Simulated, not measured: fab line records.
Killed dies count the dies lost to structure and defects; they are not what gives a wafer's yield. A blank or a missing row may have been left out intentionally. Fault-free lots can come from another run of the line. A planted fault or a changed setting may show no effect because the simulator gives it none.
fab line records | flow rit-cmos
[record] lots = 6 | wafers = 18 | last-day = 6
route steps=202 shown FOX2@25 NWELL@28 PWELL@39 WELLDRIVE@50 NRETRO@53 PRETRO@64 M1@202
lots that met no fault: taken from a fault-free run of the same line
start-h: hours from the record's opening day to when the first of the lot's shown wafers began | wait-h: hours since the lot's step before | " the same as in the row above | L1.1+2: several wafers, shown together as one row | - no value, or no start was given | * or withheld: withheld | < > ~ a bound
route shown NAME@n: NAME is a module with steps in the file, n the number in the route of the first one | usual: average and standard deviation across the fault-free wafers | same: alike in all rows | chamber/n: place in a boat | sites: readings site by site | _std_site: their standard deviation | _edge_site: the outer-site mean with the inner-site mean subtracted | radius-mm: how far each site lies from the wafer's centre | mask NAME#n: copy n | behind: tool/chamber where the wafer was last shaped | hold: reason for holding the lot/hours on hold/outcome of the hold | device: the transistor (n, p or np) that didn't switch | end of line: tests run on the same wafers once the route is complete | where a step has no rows: the recipe by itself | killed: count of dies lost to structure and defects at first sort (not the wafer's yield) | map: a wafer's dies, x killed, . not, _ none there
set.NAME: the setting as run; set.NAME@STEP: as run at that earlier step | model.NAME: the simulator's own value behind a step, which no gauge read
certain route steps with their lots: each step a table, each wafer a row
services: from which hour (start-h, from the record's first day; less than 0 if before it) a tool's chamber was out of use, for how many hours, and why
[[steps]]
[step RIT_FOX2_CLEAN_02]
[recipe] chemistry = dHF | dilution = 50:1 | time-s = 180
[step RIT_FOX2_WET_ETCH_03]
[recipe] chemistry = H3PO4 | target = Si3N4 | target-depth-nm = 195 | temp-c = 165 | time-s = 2762
[step RIT_FOX2_THK_MEAS_90]
[recipe] reads = SiO2_of_FOX2_OXIDATION_00
[usual] FIELD_OXIDE_LEFT_1_THK = 324/5.5
lot.wafer | tool          | chamber | start-h | wait-h | FIELD_OXIDE_LEFT_1_THK[nm]
L340.3    | film-metro-04 | -       | 24.96   | 0.0    | 323
L340.4    | "             | -       | "       | "      | 326
L340.6    | "             | -       | "       | "      | 322
L346.2    | film-metro-02 | -       | 57.56   | 0.0    | 319
L346.5    | "             | -       | "       | "      | 324
L346.6    | "             | -       | "       | "      | 323
L348.1    | film-metro-02 | -       | 66.49   | 0.0    | 316
L348.2    | "             | -       | "       | "      | 319
L348.6    | "             | -       | "       | "      | 325
L350.2    | film-metro-04 | -       | 76.06   | 0.0    | 329
L350.4    | "             | -       | "       | "      | 331
L350.5    | "             | -       | "       | "      | 333
L352.3    | film-metro-02 | -       | 85.35   | 0.0    | 320
L352.4    | "             | -       | "       | "      | 328
L352.5    | "             | -       | "       | "      | 326
L356.2    | film-metro-04 | -       | 106.25  | 0.0    | 327
L356.5    | "             | -       | "       | "      | 330
L356.6    | "             | -       | "       | "      | 336
[step RIT_NWELL_HMDS_00]
[recipe] prime-time-s = 60 | prime-temp-c = 140
[step RIT_NWELL_COAT_01]
[recipe] resist = NOVOLAK | spin-rpm = 2000 | resist-thk-nm = 1300
[step RIT_NWELL_SOFTBAKE_02]
[recipe] resist = NOVOLAK | temp-c = 90 | time-s = 60
[step RIT_NWELL_EXPOSE_03]
[recipe] mask-id = M2 | na = 0.57 | target-cd-nm = 43900 | dose-mj = 250
[step RIT_NWELL_PEB_04]
[recipe] resist = NOVOLAK | temp-c = withheld | time-s = withheld
[step RIT_NWELL_DEVELOP_05]
[recipe] resist = NOVOLAK | develop-time-s = 68 | dev-temp-c = 23
[step RIT_NWELL_OVL_MEAS_06]
[usual] NWELL_OVL = -0.3/1.6
lot.wafer | tool       | chamber | start-h | wait-h | NWELL_OVL[nm]
L340.3    | overlay-01 | -       | 25.92   | -      | 1.5
L340.4    | "          | -       | "       | "      | -1.2
L340.6    | "          | -       | "       | "      | 0.1
L346.2    | overlay-01 | -       | 58.50   | -      | -0.4
L346.5    | "          | -       | "       | "      | -1.3
L346.6    | "          | -       | "       | "      | 0.5
L348.1    | overlay-01 | -       | 67.56   | -      | 2.0
L348.2    | "          | -       | "       | "      | 3.3
L348.6    | "          | -       | "       | "      | 1.8
L350.2    | overlay-01 | -       | 77.00   | -      | -0.7
L350.4    | "          | -       | "       | "      | -0.5
L350.5    | "          | -       | "       | "      | 1.3
L352.3    | overlay-01 | -       | 86.41   | -      | 1.3
L352.4    | "          | -       | "       | "      | -0.1
L352.5    | "          | -       | "       | "      | 0.6
L356.2    | overlay-01 | -       | 107.18  | -      | -1.5
L356.5    | "          | -       | "       | "      | -2.1
L356.6    | "          | -       | "       | "      | -4.4
[step RIT_NWELL_HARDBAKE_07]
[recipe] resist = NOVOLAK | temp-c = 140 | time-s = 120
[step RIT_NWELL_IMPLANT_08]
[recipe] species = P | energy-kev = 170 | dose-cm2 = 5e+13 | tilt-deg = 7
[step RIT_NWELL_STRIP_09]
[recipe] chemistry = O2 | time-s = 180 | resist = NOVOLAK | platen-temp-c = withheld | power-w = 500 | pressure-mtorr = 4000 | o2-flow-sccm = 4000
[usual] drypump-motor-current-A = 5.7/0.58
[same] time-s = 180
lot.wafer | tool            | chamber | start-h | wait-h | drypump-motor-current-A | rf-hours-counter-h
L340.3    | plasma-asher-04 | 0       | 26.52   | 0.1    | 4.8                     | -
L340.4    | "               | 1       | "       | "      | 5.6                     | -
L340.6    | "               | 1       | "       | "      | 5.6                     | -
L346.2    | plasma-asher-04 | 1       | 58.93   | 0.1    | 5.6                     | 27
L346.5    | "               | 1       | "       | "      | 5.6                     | -
L346.6    | "               | 0       | "       | "      | 4.8                     | -
L348.1    | plasma-asher-02 | 1       | 67.99   | 0.1    | 6.1                     | 41
L348.2    | "               | 0       | "       | "      | 6.8                     | 41
L348.6    | "               | 1       | "       | "      | 6.1                     | -
L350.2    | plasma-asher-03 | 1       | 77.43   | 0.1    | 5.6                     | 45
L350.4    | "               | 1       | "       | "      | 5.6                     | -
L350.5    | "               | 1       | "       | "      | 5.6                     | -
L352.3    | plasma-asher-03 | 0       | 86.89   | 0.1    | 5.5                     | -
L352.4    | "               | 1       | "       | "      | 5.6                     | -
L352.5    | "               | 0       | "       | "      | 5.5                     | -
L356.2    | plasma-asher-03 | 0       | 107.61  | 0.1    | 5.5                     | 49
L356.5    | "               | 1       | "       | "      | 5.6                     | -
L356.6    | "               | 0       | "       | "      | 5.5                     | -
[step RIT_NWELL_TW_MEAS_10]
[usual] NWELL_TW = 2151/21
lot.wafer | tool          | chamber | start-h | wait-h | NWELL_TW
L340.3    | film-metro-04 | -       | 26.65   | 0.1    | 2190
L340.4    | "             | -       | "       | "      | 2179
L340.6    | "             | -       | "       | "      | 2179
L346.2    | film-metro-04 | -       | 59.11   | 0.1    | 2172
L346.5    | "             | -       | "       | "      | 2161
L346.6    | "             | -       | "       | "      | 2171
L348.1    | film-metro-01 | -       | 68.17   | 0.1    | 2116
L348.2    | "             | -       | "       | "      | 2128
L348.6    | "             | -       | "       | "      | 2120
L350.2    | film-metro-04 | -       | 77.61   | 0.1    | 2175
L350.4    | "             | -       | "       | "      | 2167
L350.5    | "             | -       | "       | "      | 2172
L352.3    | film-metro-03 | -       | 87.03   | 0.1    | 2161
L352.4    | "             | -       | "       | "      | 2166
L352.5    | "             | -       | "       | "      | 2151
L356.2    | film-metro-03 | -       | 107.80  | 0.1    | 2142
L356.5    | "             | -       | "       | "      | 2148
L356.6    | "             | -       | "       | "      | 2168
[step RIT_PWELL_HMDS_00]
[recipe] prime-time-s = 60 | prime-temp-c = 140
[step RIT_PWELL_COAT_01]
[recipe] resist = NOVOLAK | spin-rpm = 2000 | resist-thk-nm = 1300
[step RIT_PWELL_SOFTBAKE_02]
[recipe] resist = NOVOLAK | temp-c = 90 | time-s = 60
[step RIT_PWELL_EXPOSE_03]
[recipe] mask-id = M3 | na = 0.57 | target-cd-nm = 43700 | dose-mj = 250
[step RIT_PWELL_PEB_04]
[recipe] resist = NOVOLAK | temp-c = withheld | time-s = withheld
[step RIT_PWELL_DEVELOP_05]
[recipe] resist = NOVOLAK | develop-time-s = 68 | dev-temp-c = 23
[step RIT_PWELL_OVL_MEAS_06]
[usual] PWELL_OVL = -1.4/1.3
lot.wafer | tool       | chamber | start-h | wait-h | PWELL_OVL[nm]
L340.3    | overlay-02 | -       | 27.71   | -      | -1.0
L340.4    | "          | -       | "       | "      | -0.7
L340.6    | "          | -       | "       | "      | 0.4
L346.2    | overlay-02 | -       | 60.17   | -      | -2.3
L346.5    | "          | -       | "       | "      | -0.4
L346.6    | "          | -       | "       | "      | -1.9
L348.1    | overlay-01 | -       | 69.11   | -      | -2.7
L348.2    | "          | -       | "       | "      | -1.7
L348.6    | "          | -       | "       | "      | -1.2
L350.2    | overlay-01 | -       | 78.55   | -      | -1.9
L350.4    | "          | -       | "       | "      | -1.4
L350.5    | "          | -       | "       | "      | -0.9
L352.3    | overlay-01 | -       | 87.96   | -      | -1.4
L352.4    | "          | -       | "       | "      | -0.4
L352.5    | "          | -       | "       | "      | 0.0
L356.2    | overlay-02 | -       | 108.86  | -      | 0.6
L356.5    | "          | -       | "       | "      | -1.5
L356.6    | "          | -       | "       | "      | -1.9
[step RIT_PWELL_HARDBAKE_07]
[recipe] resist = NOVOLAK | temp-c = 140 | time-s = 120
[step RIT_PWELL_IMPLANT_08]
[recipe] species = B | energy-kev = 170 | dose-cm2 = 6.877e+13 | tilt-deg = 7
[step RIT_PWELL_STRIP_09]
[recipe] chemistry = O2 | time-s = 180 | resist = NOVOLAK | platen-temp-c = withheld | power-w = 500 | pressure-mtorr = 4000 | o2-flow-sccm = 4000
[usual] drypump-motor-current-A = 6.0/0.54
[same] time-s = 180
lot.wafer | tool            | chamber | start-h | wait-h | drypump-motor-current-A | rf-hours-counter-h
L340.3    | plasma-asher-01 | 0       | 28.19   | 0.1    | 6.0                     | -
L340.4    | "               | 1       | "       | "      | 5.6                     | -
L340.6    | "               | 1       | "       | "      | 5.6                     | -
L346.2    | plasma-asher-02 | 1       | 60.60   | 0.1    | 6.0                     | 40
L346.5    | "               | 0       | "       | "      | 6.8                     | -
L346.6    | "               | 1       | "       | "      | 6.1                     | -
L348.1    | plasma-asher-02 | 1       | 69.54   | 0.1    | 6.0                     | 41
L348.2    | "               | 0       | "       | "      | 6.8                     | 41
L348.6    | "               | 0       | "       | "      | 6.8                     | -
L350.2    | plasma-asher-01 | 0       | 78.98   | 0.1    | 6.0                     | 42
L350.4    | "               | 1       | "       | "      | 5.6                     | -
L350.5    | "               | 0       | "       | "      | 6.0                     | -
L352.3    | plasma-asher-02 | 1       | 88.54   | 0.1    | 6.1                     | -
L352.4    | "               | 0       | "       | "      | 6.8                     | -
L352.5    | "               | 1       | "       | "      | 6.1                     | -
L356.2    | plasma-asher-04 | 0       | 109.43  | 0.1    | 4.8                     | 33
L356.5    | "               | 0       | "       | "      | 4.8                     | -
L356.6    | "               | 1       | "       | "      | 5.6                     | -
[step RIT_PWELL_TW_MEAS_10]
[usual] PWELL_TW = 950/9.8
lot.wafer | tool          | chamber | start-h | wait-h | PWELL_TW
L340.3    | film-metro-03 | -       | 28.33   | 0.1    | 952
L340.4    | "             | -       | "       | "      | 945
L340.6    | "             | -       | "       | "      | 952
L346.2    | film-metro-01 | -       | 60.79   | 0.1    | 938
L346.5    | "             | -       | "       | "      | 940
L346.6    | "             | -       | "       | "      | 936
L348.1    | film-metro-03 | -       | 69.72   | 0.1    | 950
L348.2    | "             | -       | "       | "      | 946
L348.6    | "             | -       | "       | "      | 957
L350.2    | film-metro-04 | -       | 79.16   | 0.1    | 962
L350.4    | "             | -       | "       | "      | 961
L350.5    | "             | -       | "       | "      | 960
L352.3    | film-metro-03 | -       | 88.68   | 0.1    | 951
L352.4    | "             | -       | "       | "      | 948
L352.5    | "             | -       | "       | "      | 950
L356.2    | film-metro-03 | -       | 109.62  | 0.1    | 951
L356.5    | "             | -       | "       | "      | 953
L356.6    | "             | -       | "       | "      | 951
[step RIT_WELLDRIVE_ANNEAL_00]
[recipe] temp-c = 1100 | time-s = 14700 | ambient = N2
[step RIT_WELLDRIVE_RS_MEAS_01]
[recipe] thk-meas-gauge = four-point-probe
[usual] NWELL_RS = 275.7/0.68
lot.wafer | tool          | chamber | start-h | wait-h | NWELL_RS[ohm/sq]
L340.3    | film-metro-03 | -       | 34.27   | 0.0    | 276.9
L340.4    | "             | -       | "       | "      | 276.5
L340.6    | "             | -       | "       | "      | 276.0
L346.2    | film-metro-03 | -       | 67.32   | 0.0    | 275.4
L346.5    | "             | -       | "       | "      | 276.2
L346.6    | "             | -       | "       | "      | 275.7
L348.1    | film-metro-01 | -       | 75.43   | 0.0    | 275.9
L348.2    | "             | -       | "       | "      | 276.5
L348.6    | "             | -       | "       | "      | 276.1
L350.2    | film-metro-03 | -       | 85.14   | 0.0    | 274.9
L350.4    | "             | -       | "       | "      | 274.0
L350.5    | "             | -       | "       | "      | 274.7
L352.3    | film-metro-04 | -       | 94.60   | 0.0    | 275.6
L352.4    | "             | -       | "       | "      | 276.1
L352.5    | "             | -       | "       | "      | 275.8
L356.2    | film-metro-04 | -       | 114.77  | 0.0    | 276.4
L356.5    | "             | -       | "       | "      | 275.0
L356.6    | "             | -       | "       | "      | 275.8
[step RIT_WELLDRIVE_RS_MEAS_02]
[recipe] thk-meas-gauge = four-point-probe
[usual] PWELL_RS = 434.5/1.4
lot.wafer | tool          | chamber | start-h | wait-h | PWELL_RS[ohm/sq]
L340.3    | film-metro-03 | -       | 34.39   | 0.1    | 433.8
L340.4    | "             | -       | "       | "      | 432.6
L340.6    | "             | -       | "       | "      | 433.0
L346.2    | film-metro-03 | -       | 67.44   | 0.1    | 433.4
L346.5    | "             | -       | "       | "      | 432.7
L346.6    | "             | -       | "       | "      | 432.8
L348.1    | film-metro-01 | -       | 75.55   | 0.1    | 433.0
L348.2    | "             | -       | "       | "      | 433.0
L348.6    | "             | -       | "       | "      | 432.4
L350.2    | film-metro-03 | -       | 85.26   | 0.1    | 434.8
L350.4    | "             | -       | "       | "      | 433.1
L350.5    | "             | -       | "       | "      | 433.4
L352.3    | film-metro-04 | -       | 94.72   | 0.1    | 434.6
L352.4    | "             | -       | "       | "      | 435.4
L352.5    | "             | -       | "       | "      | 436.3
L356.2    | film-metro-04 | -       | 114.89  | 0.1    | 435.6
L356.5    | "             | -       | "       | "      | 435.2
L356.6    | "             | -       | "       | "      | 434.1
[step RIT_NRETRO_HMDS_00]
[recipe] prime-time-s = 60 | prime-temp-c = 140
[step RIT_NRETRO_COAT_01]
[recipe] resist = NOVOLAK | spin-rpm = 2000 | resist-thk-nm = 1300
[step RIT_NRETRO_SOFTBAKE_02]
[recipe] resist = NOVOLAK | temp-c = 90 | time-s = 60
[step RIT_NRETRO_EXPOSE_03]
[recipe] mask-id = M4 | na = 0.57 | target-cd-nm = 43900 | dose-mj = 250
[step RIT_NRETRO_PEB_04]
[recipe] resist = NOVOLAK | temp-c = withheld | time-s = withheld
[step RIT_NRETRO_DEVELOP_05]
[recipe] resist = NOVOLAK | develop-time-s = 68 | dev-temp-c = 23
[step RIT_NRETRO_OVL_MEAS_06]
[usual] NRETRO_OVL = -1.2/1.6
lot.wafer | tool       | chamber | start-h | wait-h | NRETRO_OVL[nm]
L340.3    | overlay-02 | -       | 35.49   | -      | -1.8
L340.4    | "          | -       | "       | "      | -3.3
L340.6    | "          | -       | "       | "      | -2.6
L346.2    | overlay-01 | -       | 68.43   | -      | -1.5
L346.5    | "          | -       | "       | "      | -2.0
L346.6    | "          | -       | "       | "      | -0.5
L348.1    | overlay-01 | -       | 76.55   | -      | -1.7
L348.2    | "          | -       | "       | "      | -3.1
L348.6    | "          | -       | "       | "      | -1.1
L350.2    | overlay-02 | -       | 86.47   | -      | -2.0
L350.4    | "          | -       | "       | "      | -4.0
L350.5    | "          | -       | "       | "      | -2.8
L352.3    | overlay-02 | -       | 95.82   | -      | 0.4
L352.4    | "          | -       | "       | "      | -3.7
L352.5    | "          | -       | "       | "      | -2.8
L356.2    | overlay-01 | -       | 116.00  | -      | 1.5
L356.5    | "          | -       | "       | "      | 0.0
L356.6    | "          | -       | "       | "      | -1.4
[step RIT_NRETRO_HARDBAKE_07]
[recipe] resist = NOVOLAK | temp-c = 140 | time-s = 120
[step RIT_NRETRO_IMPLANT_08]
[recipe] species = P | energy-kev = 71.02 | dose-cm2 = 1e+13 | tilt-deg = 7
[step RIT_NRETRO_STRIP_09]
[recipe] chemistry = O2 | time-s = 180 | resist = NOVOLAK | platen-temp-c = withheld | power-w = 500 | pressure-mtorr = 4000 | o2-flow-sccm = 4000
[usual] drypump-motor-current-A = 5.9/0.4
[same] time-s = 180
lot.wafer | tool            | chamber | start-h | wait-h | drypump-motor-current-A | rf-hours-counter-h
L340.3    | plasma-asher-03 | 1       | 35.97   | 0.1    | 5.6                     | -
L340.4    | "               | 0       | "       | "      | 5.5                     | -
L340.6    | "               | 0       | "       | "      | 5.5                     | -
L346.2    | plasma-asher-01 | 1       | 68.86   | 0.1    | 5.6                     | 41
L346.5    | "               | 1       | "       | "      | 5.6                     | -
L346.6    | "               | 0       | "       | "      | 6.1                     | -
L348.1    | plasma-asher-01 | 1       | 76.99   | 0.1    | 5.6                     | 42
L348.2    | "               | 0       | "       | "      | 6.0                     | 42
L348.6    | "               | 1       | "       | "      | 5.6                     | -
L350.2    | plasma-asher-02 | 1       | 86.90   | 0.1    | 6.0                     | 43
L350.4    | "               | 1       | "       | "      | 6.0                     | -
L350.5    | "               | 1       | "       | "      | 6.1                     | -
L352.3    | plasma-asher-03 | 1       | 96.30   | 0.1    | 5.6                     | -
L352.4    | "               | 0       | "       | "      | 5.5                     | -
L352.5    | "               | 0       | "       | "      | 5.5                     | -
L356.2    | plasma-asher-03 | 0       | 116.43  | 0.1    | 5.5                     | 50
L356.5    | "               | 0       | "       | "      | 5.5                     | -
L356.6    | "               | 1       | "       | "      | 5.6                     | -
[step RIT_NRETRO_TW_MEAS_10]
[usual] NRETRO_TW = 1057/8.7
lot.wafer | tool          | chamber | start-h | wait-h | NRETRO_TW
L340.3    | film-metro-02 | -       | 36.11   | 0.1    | 1050
L340.4    | "             | -       | "       | "      | 1051
L340.6    | "             | -       | "       | "      | 1059
L346.2    | film-metro-01 | -       | 69.04   | 0.1    | 1046
L346.5    | "             | -       | "       | "      | 1043
L346.6    | "             | -       | "       | "      | 1036
L348.1    | film-metro-02 | -       | 77.16   | 0.1    | 1054
L348.2    | "             | -       | "       | "      | 1055
L348.6    | "             | -       | "       | "      | 1062
L350.2    | film-metro-01 | -       | 87.09   | 0.1    | 1046
L350.4    | "             | -       | "       | "      | 1048
L350.5    | "             | -       | "       | "      | 1045
L352.3    | film-metro-04 | -       | 96.44   | 0.1    | 1068
L352.4    | "             | -       | "       | "      | 1067
L352.5    | "             | -       | "       | "      | 1064
L356.2    | film-metro-01 | -       | 116.61  | 0.1    | 1053
L356.5    | "             | -       | "       | "      | 1049
L356.6    | "             | -       | "       | "      | 1052
[step RIT_PRETRO_HMDS_00]
[recipe] prime-time-s = 60 | prime-temp-c = 140
[step RIT_PRETRO_COAT_01]
[recipe] resist = NOVOLAK | spin-rpm = 2000 | resist-thk-nm = 1300
[step RIT_PRETRO_SOFTBAKE_02]
[recipe] resist = NOVOLAK | temp-c = 90 | time-s = 60
[step RIT_M1_PROBE_99]
[usual] killed-at-front-end = 6.9/2.8 | killed-dies = 7.0/2.8 | killed-open = 3.4/2 | killed-short = 3.5/2.1
[same] gross-dies = 264 | killed_at_M0_to_M3 = 0 | killed_at_M4_up = 0 | killed-at-back-side = 0 | killed-at-contacts = 0 | killed-at-other = 0
lot.wafer | tool      | chamber | start-h | wait-h | hold                      | killed-at-front-end | killed-dies | killed-open | killed-short
L340.3    | prober-02 | -       | 66.00   | 0.2    | -                         | 6                   | 6           | 0           | 6
L340.4    | prober-02 | -       | 66.05   | 0.2    | -                         | 14                  | 14          | 7           | 7
L340.6    | prober-02 | -       | 66.15   | 0.2    | -                         | 5                   | 5           | 1           | 4
L346.2    | prober-02 | -       | 97.03   | 0.1    | -                         | 2                   | 2           | 1           | 1
L346.5    | prober-02 | -       | 97.18   | 0.2    | -                         | 6                   | 6           | 4           | 2
L346.6    | prober-02 | -       | 97.23   | 0.2    | -                         | 4                   | 4           | 1           | 3
L350.2    | prober-02 | -       | 115.29  | 0.1    | -                         | 7                   | 7           | 4           | 3
L350.4    | prober-02 | -       | 115.39  | 0.2    | -                         | 9                   | 9           | 6           | 3
L350.5    | prober-02 | -       | 115.44  | 0.2    | -                         | 7                   | 7           | 4           | 3
L352.3    | prober-02 | -       | 123.58  | 0.2    | await-dispo/14.8h/release | 49                  | 49          | 2           | 5
L352.4    | prober-02 | -       | 123.63  | 0.2    | await-dispo/14.8h/release | 2                   | 2           | 2           | 0
L352.5    | prober-02 | -       | 123.68  | 0.2    | await-dispo/14.8h/release | 50                  | 50          | 6           | 4
L356.2    | prober-02 | -       | 144.14  | 0.1    | await-dispo/1.7h/release  | 48                  | 48          | 1           | 3
L356.5    | prober-02 | -       | 144.29  | 0.2    | await-dispo/1.7h/release  | 4                   | 4           | 1           | 3
L356.6    | prober-02 | -       | 144.34  | 0.2    | await-dispo/1.7h/release  | 47                  | 47          | 3           | 3
// killed by level:class
L340.3 GATE:geometric-particle:short=5 REOX:geometric-particle:short=1
L340.4 GATE:geometric-particle:short=5 SPACER:geometric-particle:open=3 FOX1:geometric-particle:short=2 GATE:geometric-particle:open=2 REOX:geometric-particle:open=2
L340.6 GATE:geometric-particle:short=3 GATE:geometric-particle:open=1 SILICIDE:geometric-particle:short=1
L346.2 SILICIDE:geometric-particle:short=1 SILICIDE:geometric-particle:open=1
L346.5 SPACER:geometric-particle:open=2 GATE:geometric-particle:short=1 REOX:geometric-particle:open=1 SPACER:geometric-particle:short=1 SILICIDE:geometric-particle:open=1
L346.6 FOX1:geometric-particle:open=1 FOX1:geometric-particle:short=1 GATE:geometric-particle:short=1 SILICIDE:geometric-particle:short=1
L350.2 FOX1:geometric-particle:open=3 FOX1:geometric-particle:short=1 FOX2:geometric-particle:short=1 REOX:geometric-particle:open=1 REOX:geometric-particle:short=1
L350.4 FOX1:geometric-particle:open=3 FOX1:geometric-particle:short=2 FOX2:geometric-particle:open=1 GATE:geometric-particle:short=1 SPACER:geometric-particle:open=1 SILICIDE:geometric-particle:open=1
L350.5 GATE:geometric-particle:open=2 FOX1:geometric-particle:open=1 FOX1:geometric-particle:short=1 GATE:geometric-particle:short=1 SILICIDE:geometric-particle:open=1 SILICIDE:geometric-particle:short=1
L352.3 NWELL:unspecified=41 GATE:geometric-particle:short=5 FOX1:geometric-particle:open=1 SPACER:geometric-particle:open=1 PRETRO:coat-microbubble-printed=1
L352.4 GATE:geometric-particle:open=1 REOX:geometric-particle:open=1
L352.5 NWELL:unspecified=39 GATE:geometric-particle:open=4 GATE:geometric-particle:short=2 FOX1:geometric-particle:short=1 REOX:geometric-particle:open=1 REOX:geometric-particle:short=1 SILICIDE:geometric-particle:open=1 NRETRO:coat-microbubble-printed=1
L356.2 NWELL:unspecified=44 FOX1:geometric-particle:short=2 GATE:geometric-particle:open=1 GATE:geometric-particle:short=1
L356.5 FOX2:geometric-particle:short=2 FOX1:geometric-particle:open=1 GATE:geometric-particle:short=1
L356.6 NWELL:unspecified=41 GATE:geometric-particle:short=2 FOX1:geometric-particle:short=1 FOX2:geometric-particle:open=1 GATE:geometric-particle:open=1 SILICIDE:geometric-particle:open=1
// map L352.5 (x killed, . not)
________...x..._______
_____.xx..........____
____...............___
___.......x.........__
__x.................._
__..................._
_..................x..
_......x............x.
_.....xx..x...........
_...x.xxxxxx..........
__...xxxxxxx........._
__.x.xxxxxxxx........_
___..xxxxxxxx.......__
____.x.xxxxx.......___
_____......x......____
________......x_______
// map L356.2 (x killed, . not)
________......._______
_____.............____
____...............___
___.................__
__..x.........x......_
__..................._
_.....................
_.....................
_...x..xxxx...........
_....xxxxxx...........
__...xxxxxxx........._
__..xxxxxxxxx........_
___.xxxxxxxx.x.....x__
____.xxxxxxx.......___
_____.x..x........____
________......._______
[[services]]
tool            | chamber | start-h | hours | kind
plasma-asher-01 | -       | 4.40    | 12.0  | repair
plasma-asher-03 | -       | 11.10   | 14.6  | pm
plasma-asher-02 | -       | 33.02   | 3.0   | repair
plasma-asher-01 | -       | 35.35   | 1.6   | repair
plasma-asher-03 | -       | 62.49   | 0.7   | repair
plasma-asher-04 | -       | 93.69   | 0.4   | repair
plasma-asher-04 | -       | 105.16  | 2.2   | repair
plasma-asher-01 | -       | 108.75  | 9.0   | pm
plasma-asher-01 | 0       | 108.75  | 9.0   | vent-cycle
plasma-asher-01 | 1       | 108.75  | 9.0   | vent-cycle
[[key]]
[first-sign] step = RIT_M1_PROBE_99 | reading = killed-at-front-end | direction = up | sigmas = 15 | usual = 6.9 | struck = 48.5
[effect] step = RIT_M1_PROBE_99 | reading = killed-dies | direction = up | sigmas = 15 | usual = 7.0 | struck = 48.5
met-at RIT_NWELL_STRIP_09
struck-wafers L352.3,L352.5,L356.2,L356.6
tester-left-out L352,L356
[fault] kind = chamber-particle-source | tool = plasma-asher-03 | chamber = 0 | onset-h = 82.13 | steps = RIT_NWELL_STRIP_09 | rate-per-visit-cm2 = 1.9637 | end-h = 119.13
// tester-left-out: of these lots the tester's yield and bins aren't shown, on N5 and GAA mostly nor the transistor test; their killed dies are dies lost to structure and defects alone, not to doping, threshold or leakage, so they don't give the yield
